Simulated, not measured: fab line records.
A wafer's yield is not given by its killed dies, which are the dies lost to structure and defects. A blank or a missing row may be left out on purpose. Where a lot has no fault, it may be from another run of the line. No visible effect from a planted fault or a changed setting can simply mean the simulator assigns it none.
What tool caused it? :: flow berkeley cmos170 :: 14 lots, 42 wafers sampled, at 2 steps of a route of 331

== WHAT EACH GAUGE READ, for each wafer ==
UCB170_NSD_CD_MEAS_06: the cd target is 1200 nm. Usual: cd nm reads 1200.2 nm (standard deviation 1.4).
lot: L598
measured: day 7 16:11
on: cd sem-02
cd nm (nm): 1199.7 1200.7 1199.2
flag: 

lot: L599
measured: day 7 15:47
on: cd sem-02
cd nm (nm): 1202.7 1201.5 1202.0
flag: 

lot: L603
measured: day 9 00:39
on: cd sem-02
cd nm (nm): 1199.4 1199.4 1198.7
flag: 

lot: L610
measured: day 10 17:35
on: cd sem-01
cd nm (nm): 1199.5 1199.2 1199.0
flag: 

lot: L611
measured: day 10 16:49
on: cd sem-02
cd nm (nm): 1201.0 1200.6 1200.7
flag: 

lot: L612
measured: day 10 17:29
on: cd sem-01
cd nm (nm): 1199.4 1200.5 1199.6
flag: 

lot: L614
measured: day 11 13:44
on: cd sem-02
cd nm (nm): 1198.9 1200.9 1200.9
flag: 

lot: L615
measured: day 11 22:56
on: cd sem-01
cd nm (nm): 1199.5 1199.3 1199.9
flag: 

lot: L617
measured: day 11 12:44
on: cd sem-02
cd nm (nm): 1197.9 1197.2 1199.0
flag: 

lot: L616
measured: day 11 22:47
on: cd sem-02
cd nm (nm): 1200.9 1201.2 1200.7
flag: 

lot: L618
measured: day 11 22:23
on: cd sem-01
cd nm (nm): 1201.3 1201.1 1201.1
flag: 

lot: L619
measured: day 11 22:42
on: cd sem-02
cd nm (nm): 1202.1 1201.5 1201.1
flag: 

== EACH LOT AND THE TOOL THAT RAN IT (in order: tool; ch and the chambers of the sampled wafers; start) ==
lot: L598
UCB170_WELLDRIVE_OXIDATION_01: furnace-02 ch 0, day 3 14:47

lot: L599
UCB170_WELLDRIVE_OXIDATION_01: furnace-02 ch 0, day 3 14:47

lot: L603
UCB170_WELLDRIVE_OXIDATION_01: furnace-04 ch 0, day 4 19:22

lot: L604
UCB170_WELLDRIVE_OXIDATION_01: furnace-04, day 5 01:47

lot: L605
UCB170_WELLDRIVE_OXIDATION_01: furnace-04, day 5 01:47

lot: L610
UCB170_WELLDRIVE_OXIDATION_01: furnace-04 ch 0, day 6 06:33

lot: L611
UCB170_WELLDRIVE_OXIDATION_01: furnace-04 ch 0, day 6 06:33

lot: L612
UCB170_WELLDRIVE_OXIDATION_01: furnace-04 ch 0, day 6 06:33

lot: L614
UCB170_WELLDRIVE_OXIDATION_01: furnace-04 ch 0, day 7 07:32

lot: L615
UCB170_WELLDRIVE_OXIDATION_01: furnace-04 ch 0, day 7 12:23

lot: L617
UCB170_WELLDRIVE_OXIDATION_01: furnace-04 ch 0, day 7 12:23

lot: L616
UCB170_WELLDRIVE_OXIDATION_01: furnace-02 ch 0, day 7 18:53

lot: L618
UCB170_WELLDRIVE_OXIDATION_01: furnace-02 ch 0, day 7 18:53

lot: L619
UCB170_WELLDRIVE_OXIDATION_01: furnace-02 ch 0, day 7 18:53
- UCB170_WELLDRIVE_OXIDATION_01: target thk 199 nm, ox time 9000 s.

== AS READ BY THE TOOLS THEMSELVES (means over the sampled wafers that have a number; for cases with no such wafer, the mark the record gives instead) ==
UCB170_WELLDRIVE_OXIDATION_01. Usual: ox temp c 1100.0 C, standard deviation 0.5; ox temp c max 1106.3, standard deviation 2.5.
lot: L598
tool: furnace-02
ox temp c (C): 1100.1
ox temp c max: 1103.4
flag: 

lot: L599
tool: furnace-02
ox temp c (C): 1099.8
ox temp c max: 1103.7
flag: 

lot: L603
tool: furnace-04
ox temp c (C): 1099.8
ox temp c max: 1109.2
flag: 

lot: L604
tool: furnace-04
ox temp c (C): -
ox temp c max: -
flag: OFF

lot: L605
tool: furnace-04
ox temp c (C): -
ox temp c max: -
flag: OFF

lot: L610
tool: furnace-04
ox temp c (C): 1100.1
ox temp c max: 1108.5
flag: 

lot: L611
tool: furnace-04
ox temp c (C): 1100.0
ox temp c max: 1108.2
flag: 

lot: L612
tool: furnace-04
ox temp c (C): 1100.0
ox temp c max: 1107.8
flag: 

lot: L614
tool: furnace-04
ox temp c (C): 1099.2
ox temp c max: 1109.4
flag: 

lot: L615
tool: furnace-04
ox temp c (C): 1100.2
ox temp c max: 1107.9
flag: 

lot: L617
tool: furnace-04
ox temp c (C): 1100.4
ox temp c max: 1110.2
flag: 

lot: L616
tool: furnace-02
ox temp c (C): 1100.0
ox temp c max: 1103.2
flag: 

lot: L618
tool: furnace-02
ox temp c (C): 1100.3
ox temp c max: 1103.8
flag: 

lot: L619
tool: furnace-02
ox temp c (C): 1099.2
ox temp c max: 1102.7
flag: 

== THE ANSWER, worked out from the rows above alone ==
Rule: take the mean of a lot's wafers that have a number; if it is more than 3 standard deviations from the usual mean, the lot is off. Also off: a lot with no number at a reading for which 4 or more lots have one. All remaining lots with rows at the step are treated as sound. Order of review: gauges by route order, followed by the tools' own readings, for which a lot's mean as printed above is used. At the first step where some lot is off, the reading lying furthest off is the one used; lots without a number count as furthest.
Off, at UCB170_WELLDRIVE_OXIDATION_01 on ox temp c: L604, L605. Without a number there: L604, L605.
A tool fits if, at that step or a process step before it, it ran every lot that is off, and no sound lot after the first of them. Of those tried, none fits.

== WHAT THE SIMULATOR HAD INSERTED ==
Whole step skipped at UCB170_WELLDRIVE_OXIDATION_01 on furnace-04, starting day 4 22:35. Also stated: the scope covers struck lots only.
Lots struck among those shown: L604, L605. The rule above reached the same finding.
